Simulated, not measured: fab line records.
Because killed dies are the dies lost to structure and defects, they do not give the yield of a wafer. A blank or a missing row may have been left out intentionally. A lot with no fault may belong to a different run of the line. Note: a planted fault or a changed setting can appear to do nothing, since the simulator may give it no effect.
fab line records	flow ritCmos
[record] lots = 16	wafers = 48	lastDay = 7
route steps=202 shown NWELL@38 PRETRO@70 GATE@89 CONTACT@169 M1@202
lots that met no fault: taken from a fault-free run of the same line
startH: start of the lot's first displayed wafer, in hours after the record's first day	waitH: how many hours have passed since the lot's step before this one	" identical to the entry in the row above	L1.1+2: a row that stands for several wafers	- no value, or no start was given	* or withheld: withheld	< > ~ a bound
route shown NAME@n: a module of which the file shows steps, and the number in the route of the first	usual: mean/standard deviation taken from wafers without a fault	same: alike in all rows	chamber/n: place in a boat	sites: readings site by site	_std_site: the values' standard deviation	_edge_site: outer sites' mean less inner sites'	radiusMm: for every site, how far away it sits from the centre of the wafer	mask NAME#n: copy n	behind: the most recent tool/chamber to have shaped the wafer	hold: reason for holding the lot/hours on hold/outcome of the hold	device: which transistor (n, p or np) failed to switch	end of line: at the end of the route, the tests of the same wafers	a step given without rows: its recipe and nothing more	killed: at the first sort, the dies lost to defects and structure; wafer yield is something else	map: a wafer's dies, x killed, . not, _ none there
set.NAME: the run value of the setting; set.NAME@STEP: its run value at that earlier step	model.NAME: the simulator's own value behind a step, which no gauge read
a sample of lots followed through the steps of the route, with each step as a table and each wafer as a row
services: when a tool's chamber went out of use (startH, in hours from the record's first day, below 0 if earlier), for how many hours, and the reason
[[steps]]
[step RIT_NWELL_TW_MEAS_10]
[usual] NWELL_TW = 2143/19
lot.wafer	tool	chamber	startH	waitH	NWELL_TW
L589.2	filmMetro-01	-	27.08	0.1	2155
L589.5	"	-	"	"	2147
L589.6	"	-	"	"	2143
L590.2	filmMetro-03	-	31.18	0.1	2159
L590.3	"	-	"	"	2163
L590.6	"	-	"	"	2166
L591.2	filmMetro-04	-	36.11	0.1	2129
L591.3	"	-	"	"	2123
L591.5	"	-	"	"	2119
L592.1	filmMetro-03	-	41.07	0.1	2165
L592.2	"	-	"	"	2163
L592.4	"	-	"	"	2163
L594.1	filmMetro-01	-	47.75	0.1	2138
L594.3	"	-	"	"	2155
L594.5	"	-	"	"	2141
L595.1	filmMetro-04	-	53.82	0.1	2136
L595.3	"	-	"	"	2117
L595.4	"	-	"	"	2133
L596.1	filmMetro-01	-	63.61	0.1	2157
L596.5	"	-	"	"	2155
L596.6	"	-	"	"	2146
L598.1	filmMetro-03	-	70.29	0.1	2156
L598.2	"	-	"	"	2154
L598.6	"	-	"	"	2164
L601.3	filmMetro-01	-	83.83	0.1	2151
L601.4	"	-	"	"	2147
L601.5	"	-	"	"	2148
L602.2	filmMetro-01	-	86.67	0.1	2158
L602.4	"	-	"	"	2158
L602.5	"	-	"	"	2146
L604.1	filmMetro-04	-	101.06	0.1	2115
L604.4	"	-	"	"	2102
L604.5	"	-	"	"	2104
L605.1	filmMetro-04	-	106.49	0.1	2124
L605.3	"	-	"	"	2118
L605.4	"	-	"	"	2111
L606.1	filmMetro-03	-	106.68	0.1	2168
L606.2	"	-	"	"	2167
L606.4	"	-	"	"	2159
L607.3	filmMetro-01	-	112.63	0.1	2147
L607.4	"	-	"	"	2167
L607.6	"	-	"	"	2158
L609.1	filmMetro-04	-	123.16	0.2	2122
L609.4	"	-	"	"	2115
L609.6	"	-	"	"	2130
L612.2	filmMetro-03	-	137.64	0.1	2175
L612.3	"	-	"	"	2162
L612.4	"	-	"	"	2166
[step RIT_PRETRO_OVL_MEAS_06]
[usual] PRETRO_OVL = 0.5/1.2
lot.wafer	tool	chamber	startH	waitH	PRETRO_OVL[nm]
L589.2	overlay-01	-	38.20	-	2.2
L589.5	"	-	"	"	2.0
L589.6	"	-	"	"	1.7
L590.2	overlay-02	-	42.94	-	0.8
L590.3	"	-	"	"	1.6
L590.6	"	-	"	"	1.1
L591.2	overlay-01	-	46.71	-	0.4
L591.3	"	-	"	"	1.7
L591.5	"	-	"	"	1.5
L592.1	overlay-01	-	51.46	-	1.9
L592.2	"	-	"	"	1.4
L592.4	"	-	"	"	3.2
L594.1	overlay-02	-	59.28	-	-1.9
L594.3	"	-	"	"	-0.9
L594.5	"	-	"	"	-2.0
L595.1	overlay-02	-	66.95	-	0.5
L595.3	"	-	"	"	0.5
L595.4	"	-	"	"	-0.8
L596.1	overlay-02	-	74.50	-	0.6
L596.5	"	-	"	"	0.0
L596.6	"	-	"	"	0.0
L598.1	overlay-01	-	81.48	-	-1.1
L598.2	"	-	"	"	-0.5
L598.6	"	-	"	"	0.2
L601.3	overlay-02	-	94.51	-	3.6
L601.4	"	-	"	"	2.3
L601.5	"	-	"	"	2.1
L602.2	overlay-01	-	98.80	-	1.9
L602.4	"	-	"	"	0.9
L602.5	"	-	"	"	1.8
L604.1	overlay-01	-	114.80	-	1.3
L604.4	"	-	"	"	0.3
L604.5	"	-	"	"	0.2
L605.1	overlay-02	-	118.03	-	-1.0
L605.3	"	-	"	"	-0.3
L605.4	"	-	"	"	-1.7
L606.1	overlay-01	-	118.60	-	-0.3
L606.2	"	-	"	"	0.5
L606.4	"	-	"	"	1.4
L607.3	overlay-02	-	122.34	-	1.7
L607.4	"	-	"	"	1.3
L607.6	"	-	"	"	1.3
L609.1	overlay-01	-	132.86	-	-0.9
L609.4	"	-	"	"	0.8
L609.6	"	-	"	"	0.2
L612.2	overlay-01	-	148.06	-	-0.8
L612.3	"	-	"	"	-0.1
L612.4	"	-	"	"	-1.2
[step RIT_GATE_EXPOSE_13]
[recipe] maskId = M6	na = 0.6	sourceShape = conventional	sigmaOuter = 0.6	targetCdNm = 150	doseMj = 380
[same] sigmaOuter = 0.6
lot.wafer	tool	chamber	startH	waitH	mask
L589.2+5+6	ilineStepper-02	0	45.32	0.2	M6#0
L590.2+3+6	ilineStepper-02	0	50.73	0.1	M6#0
L591.2+3+5	ilineStepper-01	0	57.46	0.2	M6#0
L592.1+2+4	ilineStepper-01	0	63.36	0.1	M6#0
L594.1+3+5	ilineStepper-02	0	66.82	0.1	M6#0
L595.1+3+4	ilineStepper-01	0	74.26	0.2	M6#0
L596.1+5+6	ilineStepper-01	0	82.18	0.1	M6#0
L598.1+2+6	ilineStepper-01	0	88.12	0.2	M6#0
L601.3+4+5	ilineStepper-02	0	101.11	0.4	M6#0
L602.2+4+5	ilineStepper-02	0	104.51	0.1	M6#0
L604.1+4+5	ilineStepper-02	0	120.81	0.2	M6#0
L605.1+3+4	ilineStepper-02	0	123.87	0.2	M6#0
L606.1+2+4	ilineStepper-01	0	125.58	0.2	M6#0
L607.3+4+6	ilineStepper-01	0	129.67	0.1	M6#0
L609.1+4+6	ilineStepper-01	0	138.73	0.2	M6#0
L612.2+3+4	ilineStepper-01	0	155.20	0.2	M6#0
[step RIT_GATE_OVL_MEAS_17]
[usual] GATE_OVL = -0.3/1.5
lot.wafer	tool	chamber	startH	waitH	GATE_OVL[nm]
L589.2	overlay-02	-	45.95	0.1	-1.7
L589.5	"	-	"	"	-0.7
L589.6	"	-	"	"	-1.0
L590.2	overlay-02	-	51.23	0.1	-0.3
L590.3	"	-	"	"	-0.4
L590.6	"	-	"	"	0.0
L591.2	overlay-02	-	58.07	0.1	2.1
L591.3	"	-	"	"	1.3
L591.5	"	-	"	"	2.8
L592.1	overlay-02	-	63.88	0.1	0.7
L592.2	"	-	"	"	0.6
L592.4	"	-	"	"	-1.1
L594.1	overlay-01	-	67.34	0.1	-0.9
L594.3	"	-	"	"	-2.5
L594.5	"	-	"	"	-0.9
L595.1	overlay-01	-	74.84	0.1	-0.5
L595.3	"	-	"	"	-0.1
L595.4	"	-	"	"	-0.8
L596.1	overlay-02	-	82.70	0.1	-0.2
L596.5	"	-	"	"	0.5
L596.6	"	-	"	"	0.3
L598.1	overlay-01	-	88.64	0.1	-2.3
L598.2	"	-	"	"	-2.8
L598.6	"	-	"	"	-2.6
L601.3	overlay-02	-	101.69	0.1	240.3
L601.4	"	-	"	"	241.5
L601.5	"	-	"	"	240.2
L602.2	overlay-01	-	105.02	0.1	238.7
L602.4	"	-	"	"	238.6
L602.5	"	-	"	"	239.2
L604.1	overlay-02	-	121.33	0.1	239.3
L604.4	"	-	"	"	238.9
L604.5	"	-	"	"	239.4
L605.1	overlay-01	-	124.43	0.1	239.6
L605.3	"	-	"	"	238.4
L605.4	"	-	"	"	238.0
L606.1	overlay-02	-	126.14	0.1	0.5
L606.2	"	-	"	"	0.3
L606.4	"	-	"	"	0.0
L607.3	overlay-01	-	130.16	0.1	-0.8
L607.4	"	-	"	"	0.0
L607.6	"	-	"	"	-0.2
L609.1	overlay-02	-	139.25	0.1	2.5
L609.4	"	-	"	"	3.6
L609.6	"	-	"	"	2.7
L612.2	overlay-02	-	155.71	0.1	0.4
L612.3	"	-	"	"	0.9
L612.4	"	-	"	"	1.5
[step RIT_CONTACT_THK_MEAS_01]
[recipe] reads = SiO2_of_CONTACT_CVD_00
[usual] CONTACT_TEOS_THK = 399/6.7
lot.wafer	tool	chamber	startH	waitH	CONTACT_TEOS_THK[nm]
L589.2	filmMetro-04	-	61.45	0.0	400
L589.5	"	-	"	"	386
L589.6	"	-	"	"	409
L590.2	filmMetro-04	-	70.37	0.0	394
L590.3	"	-	"	"	392
L590.6	"	-	"	"	398
L591.2	filmMetro-03	-	73.93	0.0	400
L591.3	"	-	"	"	398
L591.5	"	-	"	"	408
L592.1	filmMetro-01	-	77.83	0.0	401
L592.2	"	-	"	"	406
L592.4	"	-	"	"	396
L594.1	filmMetro-01	-	82.87	0.0	384
L594.3	"	-	"	"	398
L594.5	"	-	"	"	400
L595.1	filmMetro-04	-	90.63	0.1	395
L595.3	"	-	"	"	395
L595.4	"	-	"	"	403
L596.1	filmMetro-03	-	96.78	0.0	399
L596.5	"	-	"	"	400
L596.6	"	-	"	"	400
L598.1	filmMetro-01	-	105.28	0.0	391
L598.2	"	-	"	"	404
L598.6	"	-	"	"	393
L601.3	filmMetro-04	-	116.40	0.0	408
L601.4	"	-	"	"	409
L601.5	"	-	"	"	394
L602.2	filmMetro-03	-	120.53	0.0	401
L602.4	"	-	"	"	402
L602.5	"	-	"	"	398
L604.1	filmMetro-04	-	135.34	0.0	398
L604.4	"	-	"	"	390
L604.5	"	-	"	"	406
L605.1	filmMetro-03	-	138.33	0.0	394
L605.3	"	-	"	"	401
L605.4	"	-	"	"	400
L606.1	filmMetro-01	-	141.16	0.0	401
L606.2	"	-	"	"	398
L606.4	"	-	"	"	396
L607.3	filmMetro-01	-	146.76	0.0	400
L607.4	"	-	"	"	405
L607.6	"	-	"	"	411
L609.1	filmMetro-03	-	154.37	0.0	404
L609.4	"	-	"	"	410
L609.6	"	-	"	"	407
L612.2	filmMetro-03	-	173.04	0.0	396
L612.3	"	-	"	"	392
L612.4	"	-	"	"	401
[step RIT_M1_PROBE_99]
[usual] killed_at_M0_to_M3 = 0.0/0.16	killedAtContacts = 0.1/0.24	killedAtFrontEnd = 7/3.2	killedDies = 7/3.2	killedOpen = 3.4/2	killedShort = 3.5/2.2
[same] grossDies = 264	killed_at_M4_up = 0	killedAtBackSide = 0	killedAtOther = 0
lot.wafer	tool	chamber	startH	waitH	killed_at_M0_to_M3	killedAtContacts	killedAtFrontEnd	killedDies	killedOpen	killedShort
L595.1	prober-02	-	97.00	0.1	0	0	8	8	2	6
L595.3	prober-02	-	97.10	0.2	0	0	12	12	6	6
L595.4	prober-02	-	97.15	0.2	0	0	10	10	4	6
L596.1	prober-01	-	103.27	0.1	0	0	6	6	3	3
L596.5	prober-01	-	103.47	0.2	0	0	9	9	5	4
L596.6	prober-01	-	103.52	0.2	0	0	7	7	5	2
L598.1	prober-01	-	111.74	0.1	0	0	5	5	3	2
L598.2	prober-01	-	111.79	0.1	0	0	8	8	4	4
L598.6	prober-01	-	111.99	0.2	0	0	7	7	3	4
L601.3	prober-02	-	123.49	0.2	0	0	5	5	3	2
L601.4	prober-02	-	123.54	0.2	0	0	6	6	3	3
L601.5	prober-02	-	123.59	0.2	0	0	6	6	5	1
L602.2	prober-01	-	126.89	0.1	0	0	9	9	3	6
L602.4	prober-01	-	126.99	0.2	0	0	7	7	3	4
L602.5	prober-01	-	127.04	0.2	0	0	8	8	4	4
L604.4	prober-01	-	142.26	0.2	0	0	5	5	3	2
L604.5	prober-01	-	142.31	0.2	0	0	4	4	1	3
L609.1	prober-02	-	160.67	0.1	0	0	7	7	3	4
L609.4	prober-02	-	160.82	0.2	0	0	4	4	4	0
L609.6	prober-02	-	160.92	0.2	0	0	5	5	2	3
L612.2	prober-01	-	179.55	0.1	0	0	8	8	1	7
L612.3	prober-01	-	179.60	0.2	0	0	2	2	2	0
L612.4	prober-01	-	179.65	0.2	0	0	3	3	2	1
// killed by level:class
L595.1 GATE:geometricParticle:short=4 GATE:geometricParticle:open=2 FOX2:geometricParticle:short=1 REOX:geometricParticle:short=1
L595.3 GATE:geometricParticle:open=6 GATE:geometricParticle:short=3 REOX:geometricParticle:short=1 SPACER:geometricParticle:short=1 SILICIDE:geometricParticle:short=1
L595.4 GATE:geometricParticle:short=3 FOX1:geometricParticle:short=2 GATE:geometricParticle:open=2 FOX2:geometricParticle:open=1 REOX:geometricParticle:open=1 REOX:geometricParticle:short=1
L596.1 SPACER:geometricParticle:short=2 FOX1:geometricParticle:open=1 GATE:geometricParticle:short=1 SPACER:geometricParticle:open=1 SILICIDE:geometricParticle:open=1
L596.5 GATE:geometricParticle:short=3 GATE:geometricParticle:open=2 SPACER:geometricParticle:open=2 FOX1:geometricParticle:short=1 FOX2:geometricParticle:open=1
L596.6 GATE:geometricParticle:open=3 FOX2:geometricParticle:short=1 REOX:geometricParticle:open=1 SPACER:geometricParticle:open=1 SPACER:geometricParticle:short=1
L598.1 GATE:geometricParticle:short=2 GATE:geometricParticle:open=1 REOX:geometricParticle:open=1 SILICIDE:geometricParticle:open=1
L598.2 REOX:geometricParticle:open=3 FOX1:geometricParticle:short=1 FOX2:geometricParticle:short=1 GATE:geometricParticle:short=1 SILICIDE:geometricParticle:short=1 SILICIDE:geometricParticle:open=1
L598.6 REOX:geometricParticle:open=3 GATE:geometricParticle:short=2 REOX:geometricParticle:short=1 SILICIDE:geometricParticle:short=1
L601.3 FOX2:geometricParticle:open=1 FOX2:geometricParticle:short=1 GATE:geometricParticle:open=1 GATE:geometricParticle:short=1 SILICIDE:geometricParticle:open=1
L601.4 FOX2:geometricParticle:short=2 FOX1:geometricParticle:open=1 SPACER:geometricParticle:open=1 SILICIDE:geometricParticle:open=1 SILICIDE:geometricParticle:short=1
L601.5 FOX2:geometricParticle:open=2 SPACER:geometricParticle:open=2 GATE:geometricParticle:short=1 GATE:geometricParticle:open=1
L602.2 REOX:geometricParticle:short=2 SILICIDE:geometricParticle:short=2 FOX1:geometricParticle:open=1 GATE:geometricParticle:short=1 REOX:geometricParticle:open=1 SPACER:geometricParticle:short=1 SILICIDE:geometricParticle:open=1
L602.4 SPACER:geometricParticle:open=2 FOX1:geometricParticle:short=1 GATE:geometricParticle:short=1 REOX:geometricParticle:short=1 SPACER:geometricParticle:short=1 SILICIDE:geometricParticle:open=1
L602.5 GATE:geometricParticle:open=2 FOX1:geometricParticle:short=1 GATE:geometricParticle:short=1 REOX:geometricParticle:open=1 REOX:geometricParticle:short=1 SILICIDE:geometricParticle:short=1 SILICIDE:geometricParticle:open=1
L604.4 FOX1:geometricParticle:open=1 FOX2:geometricParticle:open=1 GATE:geometricParticle:short=1 REOX:geometricParticle:short=1 REOX:geometricParticle:open=1
L604.5 FOX1:geometricParticle:short=1 FOX2:geometricParticle:short=1 GATE:geometricParticle:short=1 SPACER:geometricParticle:open=1
L609.1 SPACER:geometricParticle:short=2 FOX2:geometricParticle:short=1 GATE:geometricParticle:open=1 GATE:geometricParticle:short=1 SPACER:geometricParticle:open=1 SILICIDE:geometricParticle:open=1
L609.4 FOX2:geometricParticle:open=2 SPACER:geometricParticle:open=2
L609.6 SPACER:geometricParticle:open=2 FOX2:geometricParticle:short=1 GATE:geometricParticle:short=1 SPACER:geometricParticle:short=1
L612.2 GATE:geometricParticle:short=5 FOX1:geometricParticle:short=2 GATE:geometricParticle:open=1
L612.3 FOX2:geometricParticle:open=1 GATE:geometricParticle:open=1
L612.4 FOX2:geometricParticle:short=1 REOX:geometricParticle:open=1 STARTING-WAFER:geometricParticle:open=1
[[services]]
tool	chamber	startH	hours	kind
ilineStepper-01	-	58.23	2.1	pm
ilineStepper-01	-	60.32	-	consumableReplace:lamp
ilineStepper-01	-	105.38	7.3	repair
ilineStepper-02	-	116.02	1.0	repair
[[key]]
[firstSign] step = RIT_GATE_OVL_MEAS_17	reading = GATE_OVL	direction = up	sigmas = 99+	usual = -0.3	struck = 239.3
effect none on later readings
metAt RIT_GATE_EXPOSE_13
struckLots L601,L602,L604,L605
testerLeftOut L601,L602,L604,L605
notActingAt RIT_NWELL_TW_MEAS_10,RIT_PRETRO_OVL_MEAS_06,RIT_CONTACT_THK_MEAS_01
onsetBetween 66.82 101.11
[fault] kind = scannerMatchingOverlay	tool = ilineStepper-02	chamber = -	onsetH = 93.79	steps = RIT_GATE_EXPOSE_13	offset = 240
// testerLeftOut: of these lots the tester's yield and bins aren't shown, on N5 and GAA mostly nor the transistor test; their killed dies are dies lost to structure and defects alone, not to doping, threshold or leakage, so they don't give the yield
